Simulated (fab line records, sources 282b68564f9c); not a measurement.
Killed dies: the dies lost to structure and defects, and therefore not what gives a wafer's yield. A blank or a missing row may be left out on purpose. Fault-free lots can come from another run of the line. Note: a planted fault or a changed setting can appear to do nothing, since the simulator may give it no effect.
Lot-split experiment -- flow rit_cmos -- on a route of 202 steps: 5 lots, 23 wafers read

## THE SPLIT ITSELF
At RIT_M1_SPUTTER_00 (material Al, target thk 400 nm, time 500 s), the setting chamber_pressure_pa was moved away from the recipe's 0.4 Pa on 20 of the 23 wafers read, by -10.6% to +7.3%. The other wafers ran this setting at the recipe's value.

The reading comes from the split's own step.

## THE READING
Al_of_M1_SPUTTER_00.thk_nm (the simulator's own value, which no gauge read), in nm, at RIT_M1_SPUTTER_00 (material Al, target thk 400 nm, time 500 s). There is no usual value for it anywhere in the file. Here, 3 wafers ran the recipe; their average is 398.9 nm with a standard deviation of 2.2 nm.

wafer,"tool, chamber at the split","chamber_pressure_pa as run, Pa",against the recipe,"Al_of_M1_SPUTTER_00.thk_nm, nm",against lot-mates on the recipe
L074.2,"pvd_sputter-03, -",0.429,+7.3%,388.5,no lot-mate on the recipe
L074.3,"pvd_sputter-03, -",0.429,+7.3%,387.7,no lot-mate on the recipe
L074.4,"pvd_sputter-03, -",0.429,+7.3%,384.2,no lot-mate on the recipe
L074.5,"pvd_sputter-03, -",0.429,+7.3%,383.2,no lot-mate on the recipe
L074.6,"pvd_sputter-03, -",0.429,+7.3%,389.9,no lot-mate on the recipe
L077.3,"pvd_sputter-02, -",0.4,recipe,401.9,-
L077.4,"pvd_sputter-02, -",0.4,recipe,397.7,-
L077.5,"pvd_sputter-02, -",0.4,recipe,397,-
L078.1,"pvd_sputter-03, -",0.3575,-10.6%,409.8,no lot-mate on the recipe
L078.2,"pvd_sputter-03, -",0.3575,-10.6%,405.4,no lot-mate on the recipe
L078.3,"pvd_sputter-03, -",0.3575,-10.6%,407.9,no lot-mate on the recipe
L078.5,"pvd_sputter-03, -",0.3575,-10.6%,406.6,no lot-mate on the recipe
L078.6,"pvd_sputter-03, -",0.3575,-10.6%,407.2,no lot-mate on the recipe
L081.1,"pvd_sputter-04, -",0.4269,+6.7%,396.4,no lot-mate on the recipe
L081.3,"pvd_sputter-04, -",0.4269,+6.7%,399.6,no lot-mate on the recipe
L081.4,"pvd_sputter-04, -",0.4269,+6.7%,395.3,no lot-mate on the recipe
L081.5,"pvd_sputter-04, -",0.4269,+6.7%,394.9,no lot-mate on the recipe
L081.6,"pvd_sputter-04, -",0.4269,+6.7%,394.3,no lot-mate on the recipe
L084.1,"pvd_sputter-02, -",0.4263,+6.6%,388.5,no lot-mate on the recipe
L084.2,"pvd_sputter-02, -",0.4263,+6.6%,389.5,no lot-mate on the recipe
L084.3,"pvd_sputter-02, -",0.4263,+6.6%,387.5,no lot-mate on the recipe
L084.4,"pvd_sputter-02, -",0.4263,+6.6%,385.4,no lot-mate on the recipe
L084.6,"pvd_sputter-02, -",0.4263,+6.6%,384.8,no lot-mate on the recipe

FIT RESULTS
A straight line over all 23 wafers: Al_of_M1_SPUTTER_00.thk_nm changes by -1.01 nm for each +1% of chamber_pressure_pa; r = -0.87; the points scatter about the line by 4.2 nm.
Too few moved wafers with a lot-mate on the recipe to fit a line net of each lot's own level.

## THE FILE'S OWN FIT
Al_of_M1_SPUTTER_00.thk_nm changes by -1.01 nm for each +1% of chamber_pressure_pa, r = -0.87.
